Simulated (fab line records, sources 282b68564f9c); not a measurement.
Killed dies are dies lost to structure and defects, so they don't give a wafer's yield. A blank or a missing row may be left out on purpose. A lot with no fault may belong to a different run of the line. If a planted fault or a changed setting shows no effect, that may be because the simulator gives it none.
Which tool is to blame? | flow rit cmos | 42 wafers from 14 lots sampled at 2 of the route's 202 steps

WHAT EACH GAUGE READ, for each wafer
No reading from a measuring or inspecting step in the record can be judged against a usual standard deviation.

WHICH TOOL RAN EACH LOT (tool, then ch and the chambers of the sampled wafers, then the start)
lot  | RIT_M1_METAL_ETCH_12             | RIT_M1_PROBE_99
L422 | rie metal-04 ch 0,1, day 3 12:01 | prober-02, day 3 14:16
L425 | rie metal-04 ch 0,1, day 3 22:10 | prober-01, day 4 00:28
L426 | rie metal-01 ch 0,1, day 4 04:38 | prober-02, day 4 06:53
L428 | rie metal-04 ch 0, day 4 20:17   | prober-01, day 4 22:35
L430 | rie metal-02 ch 0,1, day 5 00:27 | prober-01, day 5 03:58
L431 | rie metal-04 ch 0,1, day 5 08:36 | prober-02, day 5 10:51
L433 | rie metal-02 ch 0,1, day 5 20:14 | prober-02, day 5 22:34
L438 | rie metal-02 ch 0, day 6 17:11   | prober-01, day 6 19:27
L439 | rie metal-04 ch 0,1, day 7 03:17 | prober-02, day 7 05:35
L441 | rie metal-02 ch 0,1, day 7 08:02 | prober-01, day 7 11:35
L440 | rie metal-04 ch 0,1, day 7 08:56 | prober-02, day 7 11:38
L442 | rie metal-01 ch 0,1, day 7 15:55 | prober-01, day 7 18:13
L443 | rie metal-02 ch 0,1, day 8 04:19 | prober-02, day 8 06:44
L444 | rie metal-01 ch 0, day 8 06:47   | prober-02, day 8 10:17
- RIT_M1_METAL_ETCH_12: etches Al in Cl2/BCl3, stops on SiO2, time 165 s, target depth 600 nm.
- RIT_M1_PROBE_99

WHAT THE TOOLS THEMSELVES READ (means of the sampled wafers that have a number; where no wafer has one, the mark that the record gives instead)
RIT_M1_METAL_ETCH_12. Usual: drypump motor current A 5.6 A, standard deviation 0.56; oes product au 0.764 a.u., standard deviation 0.0084; throttle valve pct 8.05 %, standard deviation 0.052.
lot  | tool         | drypump motor current A (A) | oes product au (a.u.) | throttle valve pct (%) | flag
L422 | rie metal-04 | 5.4                         | 0.749                 | 8.07                   |
L425 | rie metal-04 | 5.4                         | 0.756                 | 8.06                   |
L426 | rie metal-01 | 6.4                         | 0.775                 | 7.98                   |
L428 | rie metal-04 | 5.3                         | 0.760                 | 8.06                   |
L430 | rie metal-02 | 5.0                         | 0.768                 | 8.06                   |
L431 | rie metal-04 | 5.3                         | 0.757                 | 8.06                   |
L433 | rie metal-02 | 5.0                         | 0.765                 | 8.05                   |
L438 | rie metal-02 | 4.9                         | 0.771                 | 8.07                   |
L439 | rie metal-04 | 5.3                         | 0.757                 | 8.05                   |
L441 | rie metal-02 | 5.0                         | 0.763                 | 8.07                   |
L440 | rie metal-04 | 5.4                         | 0.751                 | 8.06                   |
L442 | rie metal-01 | 6.4                         | 0.773                 | 8.04                   |
L443 | rie metal-02 | 5.0                         | 0.761                 | 8.05                   |
L444 | rie metal-01 | 6.4                         | 0.779                 | 8.11                   |

RIT_M1_PROBE_99. Usual: defect limited yield 97.3 %, standard deviation 1.1; killed at contacts 0.1, standard deviation 0.28; killed at front end 7.0, standard deviation 2.9; killed dies 7.0, standard deviation 2.9; killed open 3.4, standard deviation 2.1; killed short 3.6, standard deviation 1.7.
lot  | tool      | defect limited yield (%) | killed at contacts | killed at front end | killed dies | killed open | killed short | flag
L422 | prober-02 | 97.6                     | 0.0                | 6.3                 | 6.3         | 2.3         | 4.0          |
L425 | prober-01 | 97.1                     | 0.0                | 7.7                 | 7.7         | 4.3         | 3.3          |
L426 | prober-02 | 97.0                     | 0.0                | 8.0                 | 8.0         | 4.0         | 4.0          |
L428 | prober-01 | 96.3                     | 0.0                | 9.7                 | 9.7         | 4.7         | 5.0          |
L430 | prober-01 | 97.7                     | 0.3                | 5.7                 | 6.0         | 2.3         | 3.7          |
L431 | prober-02 | 98.4                     | 0.0                | 4.3                 | 4.3         | 1.3         | 3.0          |
L433 | prober-02 | 97.1                     | 0.0                | 7.7                 | 7.7         | 2.7         | 5.0          |
L438 | prober-01 | 97.3                     | 0.0                | 7.0                 | 7.0         | 4.3         | 2.7          |
L439 | prober-02 | 96.1                     | 0.0                | 8.3                 | 10.3        | 4.0         | 4.3          |
L441 | prober-01 | 97.5                     | 0.0                | 6.7                 | 6.7         | 4.0         | 2.7          |
L440 | prober-02 | 97.2                     | 0.0                | 5.7                 | 7.3         | 2.0         | 3.7          |
L442 | prober-01 | 95.8                     | 0.0                | 11.0                | 11.0        | 7.0         | 4.0          |
L443 | prober-02 | 98.0                     | 0.0                | 5.3                 | 5.3         | 3.7         | 1.7          |
L444 | prober-02 | 97.7                     | 0.0                | 6.0                 | 6.0         | 2.7         | 3.3          |

THE ANSWER, worked out from the rows above alone
Rule: a lot is off if the mean of its wafers that have a number lies more than 3 standard deviations from the usual mean. A lot without any number at a reading at which 4 lots or more have one is off too. All remaining lots with rows at the step are treated as sound. The gauges are gone through in route order, then the tools' own readings, and for those a lot's mean is taken as printed above. At the first step where some lot is off, the reading lying furthest off is the one used; lots without a number count as furthest.
No lot is off at any reading shown: from this, nothing can be told.

WHAT THE SIMULATOR PUT IN
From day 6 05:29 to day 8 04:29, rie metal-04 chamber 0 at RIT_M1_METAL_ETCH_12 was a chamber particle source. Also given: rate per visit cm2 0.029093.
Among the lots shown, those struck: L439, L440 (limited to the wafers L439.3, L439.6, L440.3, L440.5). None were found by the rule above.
